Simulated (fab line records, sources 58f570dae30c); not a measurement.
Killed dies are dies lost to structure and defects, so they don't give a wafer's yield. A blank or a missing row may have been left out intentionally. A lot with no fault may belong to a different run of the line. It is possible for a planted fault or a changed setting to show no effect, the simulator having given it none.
Which tool did it?	flow berkeley-cmos170	45 wafers from 15 lots sampled at 6 of the route's 331 steps

WHAT THE GAUGES SHOWED, per wafer
UCB170_NWELL_THK_MEAS_02. Usual: for NWELL_OXIDE_THK the level is 26.5 nm and the standard deviation is 0.46.
lot	measured	on	NWELL_OXIDE_THK (nm)	flag
L589	day 2 01:35	film-metro-01	25.9 25.9 25.8	
L591	day 2 14:22	film-metro-01	26.1 26.7 26.9	
L592	day 2 14:23	film-metro-02	26.4 26.2 26.5	
L593	day 2 23:47	film-metro-01	26.5 26.7 26.7	
L595	day 3 10:01	film-metro-02	26.5 25.9 26.0	
L594	day 3 10:02	film-metro-01	26.1 26.2 26.2	
L597	day 3 20:18	film-metro-03	25.6 25.6 25.9	
L598	day 4 02:24	film-metro-01	26.5 26.0 26.1	
L599	day 4 11:17	film-metro-01	26.7 26.4 26.7	
L601	day 4 20:29	film-metro-02	25.7 26.0 25.8	
L603	day 5 02:10	film-metro-02	26.2 26.5 26.1	
L602	day 5 02:11	film-metro-01	26.9 26.8 26.6	
L605	day 5 08:41	film-metro-03	26.9 27.3 27.1	
L607	day 6 02:23	film-metro-03	26.7 26.4 26.4	
L610	day 6 12:43	film-metro-02	27.0 26.3 25.9	

UCB170_NWELL_TW_MEAS_16. Usual: for NWELL_TW the level is 1245 and the standard deviation is 10.
lot	measured	on	NWELL_TW	flag
L589	day 2 11:31	film-metro-02	1235 1234 1237	
L591	day 2 23:51	film-metro-03	1265 1263 1256	
L592	day 2 23:35	film-metro-02	1236 1238 1239	
L593	day 3 10:40	film-metro-01	1240 1236 1239	
L595	day 3 18:50	film-metro-02	1239 1238 1232	
L594	day 3 18:38	film-metro-01	1237 1242 1240	
L597	day 4 05:35	film-metro-02	1238 1246 1245	
L598	day 4 13:28	film-metro-03	1259 1262 1254	
L599	day 4 22:02	film-metro-03	1257 1261 1265	
L601	day 5 04:59	film-metro-03	1259 1256 1260	
L603	day 5 11:05	film-metro-02	1240 1242 1242	
L602	day 5 10:49	film-metro-01	1237 1237 1236	
L605	day 5 19:32	film-metro-02	1239 1245 1239	
L607	day 6 14:04	film-metro-02	1239 1247 1244	
L610	day 6 23:06	film-metro-01	1229 1235 1230	

UCB170_ACTIVE_CD_MEAS_90: the cd target is 1200 nm. Usual: cd-nm reads 1200.3 nm (standard deviation 1.5).
lot	measured	on	cd-nm (nm)	flag
L589	day 4 18:50	cd-sem-01	1202.5 1200.4 1201.7	
L591	day 5 06:36	cd-sem-01	1198.6 1198.0 1197.3	
L592	day 5 06:17	cd-sem-02	1197.6 1198.2 1197.0	
L593	day 5 16:23	cd-sem-01	1201.1 1201.4 1201.2	
L595	day 6 04:42	cd-sem-02	1198.6 1198.6 1199.2	
L594	day 6 04:58	cd-sem-02	1202.0 1201.2 1201.9	
L597	day 6 08:47	cd-sem-01	1202.0 1203.5 1202.0	
L598	day 6 21:11	cd-sem-02	1202.0 1203.0 1202.7	
L599	day 7 10:23	cd-sem-02	1199.4 1199.6 1200.1	
L601	day 7 11:42	cd-sem-01	1202.3 1200.1 1201.9	
L603	day 7 10:29	cd-sem-01	1200.8 1200.5 1200.4	
L602	day 7 11:34	cd-sem-02	1198.6 1199.4 1200.1	
L605	day 8 04:04	cd-sem-02	1200.3 1200.0 1199.8	
L607	day 8 21:59	cd-sem-01	1198.9 1200.1 1201.1	
L610	day 8 21:35	cd-sem-02	1199.7 1199.0 1199.3	

UCB170_SDANNEAL_RS_MEAS_03: uses a four-point probe to measure. Usual: for NSD_RS the level is 37.26 ohm/sq and the standard deviation is 0.098.
lot	measured	on	NSD_RS (ohm/sq)	flag
L589	day 7 21:27	film-metro-01	37.04 37.17 37.17	
L591	day 8 07:43	film-metro-02	37.08 37.24 37.08	
L592	day 8 07:07	film-metro-01	37.19 37.10 37.24	
L593	day 8 07:55	film-metro-01	37.16 37.20 37.26	
L595	day 9 07:43	film-metro-01	37.20 37.21 37.20	
L594	day 9 08:16	film-metro-01	38.15 37.97 38.12	OFF
L597	day 9 07:14	film-metro-01	37.25 37.34 37.25	
L598	day 9 23:36	film-metro-01	38.28 38.18 38.27	OFF
L599	day 10 17:13	film-metro-02	38.22 38.11 38.23	OFF
L601	day 10 17:44	film-metro-02	37.37 37.36 37.45	
L603	day 10 17:05	film-metro-04	37.38 37.30 37.40	
L602	day 10 17:32	film-metro-01	37.23 37.31 37.28	
L605	day 11 06:05	film-metro-01	37.13 37.19 37.17	
L607	day 12 10:35	film-metro-04	37.19 37.02 37.07	
L610	day 12 11:49	film-metro-02	37.25 37.32 37.19	

WHAT TOOL EACH LOT RAN ON (gives the tool, then ch and the chambers of the sampled wafers, and finally the start)
lot	UCB170_NSD_IMPLANT_08	UCB170_NSD_STRIP_09
L589	implanter-01 ch 0, day 7 19:13	plasma-asher-04 ch 0,1, day 7 19:20
L591	implanter-03 ch 0, day 8 06:09	plasma-asher-04 ch 0,1, day 8 06:18
L592	implanter-01 ch 0, day 8 05:39	plasma-asher-02 ch 0,1, day 8 05:47
L593	implanter-01 ch 0, day 8 06:17	plasma-asher-02 ch 0,1, day 8 06:25
L595	implanter-04 ch 0, day 9 05:55	plasma-asher-01 ch 0,1, day 9 06:04
L594	implanter-01 ch 0, day 9 06:28	plasma-asher-04 ch 0,1, day 9 06:35
L597	implanter-03 ch 0, day 9 05:43	plasma-asher-04 ch 0,1, day 9 05:52
L598	implanter-01 ch 0, day 9 22:05	plasma-asher-01 ch 0,1, day 9 22:13
L599	implanter-01 ch 0, day 10 15:46	plasma-asher-01 ch 0,1, day 10 15:53
L601	implanter-04 ch 0, day 10 16:08	plasma-asher-01 ch 0,1, day 10 16:17
L603	implanter-03 ch 0, day 10 15:37	plasma-asher-02 ch 1, day 10 15:46
L602	implanter-03 ch 0, day 10 15:55	plasma-asher-04 ch 0,1, day 10 16:02
L605	implanter-03 ch 0, day 11 04:26	plasma-asher-01 ch 0,1, day 11 04:34
L607	implanter-03 ch 0, day 12 09:07	plasma-asher-04 ch 0,1, day 12 09:16
L610	implanter-04 ch 0, day 12 10:08	plasma-asher-02 ch 0,1, day 12 10:17
- UCB170_NSD_IMPLANT_08
- UCB170_NSD_STRIP_09: strips in O2.

WHAT THE TOOLS THEMSELVES READ (means of the sampled wafers that have a number; where no wafer has one, the mark that the record gives instead)
UCB170_NSD_IMPLANT_08. Usual: beam-energy-keV 39.999, standard deviation 0.012; faraday-current-uA 9261, standard deviation 200.
lot	tool	beam-energy-keV	faraday-current-uA	flag
L589	implanter-01	40.001	9421	
L591	implanter-03	39.999	9285	
L592	implanter-01	40.000	9185	
L593	implanter-01	39.999	9160	
L595	implanter-04	39.994	9251	
L594	implanter-01	37.191	9210	OFF
L597	implanter-03	39.991	9300	
L598	implanter-01	37.201	9080	OFF
L599	implanter-01	37.194	9272	OFF
L601	implanter-04	40.005	9085	
L603	implanter-03	39.995	9204	
L602	implanter-03	40.018	9299	
L605	implanter-03	40.012	9387	
L607	implanter-03	40.003	9227	
L610	implanter-04	39.998	9362	

UCB170_NSD_STRIP_09. Usual: drypump-motor-current-A 5.9 A, standard deviation 0.5; oes-product-au 0.533 a.u., standard deviation 0.0046; strip-time-to-endpoint-s 35.80 s, standard deviation 0.082.
lot	tool	drypump-motor-current-A (A)	oes-product-au (a.u.)	strip-time-to-endpoint-s (s)	flag
L589	plasma-asher-04	5.9	0.534	35.90	
L591	plasma-asher-04	5.9	0.528	35.87	
L592	plasma-asher-02	5.3	0.531	35.81	
L593	plasma-asher-02	5.3	0.532	35.83	
L595	plasma-asher-01	6.3	0.532	35.76	
L594	plasma-asher-04	5.9	0.544	34.85	OFF
L597	plasma-asher-04	5.9	0.534	35.71	
L598	plasma-asher-01	6.4	0.545	34.78	OFF
L599	plasma-asher-01	6.4	0.539	34.82	OFF
L601	plasma-asher-01	6.4	0.535	35.78	
L603	plasma-asher-02	5.4	0.535	35.71	
L602	plasma-asher-04	5.9	0.538	35.73	
L605	plasma-asher-01	6.4	0.536	35.83	
L607	plasma-asher-04	5.9	0.537	35.90	
L610	plasma-asher-02	5.3	0.534	35.80	

THE ANSWER, worked out from the rows above alone
Rule: a lot counts as off when the mean over its wafers that have a number is more than 3 standard deviations away from the usual mean. A lot without any number at a reading at which 4 lots or more have one is off too. Where the step has rows for the other lots, those lots are counted as sound. The gauges are gone through in route order, then the tools' own readings, and for those a lot's mean is taken as printed above. The first step at which some lot is off is used, and at that step the reading that is off furthest; a lot without a number counts as furthest.
Off: at UCB170_SDANNEAL_RS_MEAS_03 (NSD_RS), L594, L598, L599.
A tool fits if, at a process step before that reading, it ran every lot that is off, and no sound lot after the first of them. Not tried: the gauges at UCB170_SDANNEAL_RS_MEAS_03; whatever is off there is also off at UCB170_NSD_IMPLANT_08, on other tools, and gauge error can't account for it. One fits: implanter-01 at UCB170_NSD_IMPLANT_08. A fault onset in the window from L593 (day 8 06:17, its last sound lot) to L594 (day 9 06:28, its first lot off) fits.
The tool's own readings at UCB170_NSD_IMPLANT_08 bear it out: on the lots that are off they differ by more than 5 times the standard deviation of the sound lots' means. beam-energy-keV reads 37.195 there against 40.001 on the sound lots.

WHAT WAS PUT IN BY THE SIMULATOR
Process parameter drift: implanter-01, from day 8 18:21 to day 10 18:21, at UCB170_NSD_IMPLANT_08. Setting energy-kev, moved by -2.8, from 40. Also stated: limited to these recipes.
Shown lots that were struck: L594, L598, L599. The rule above found the same.
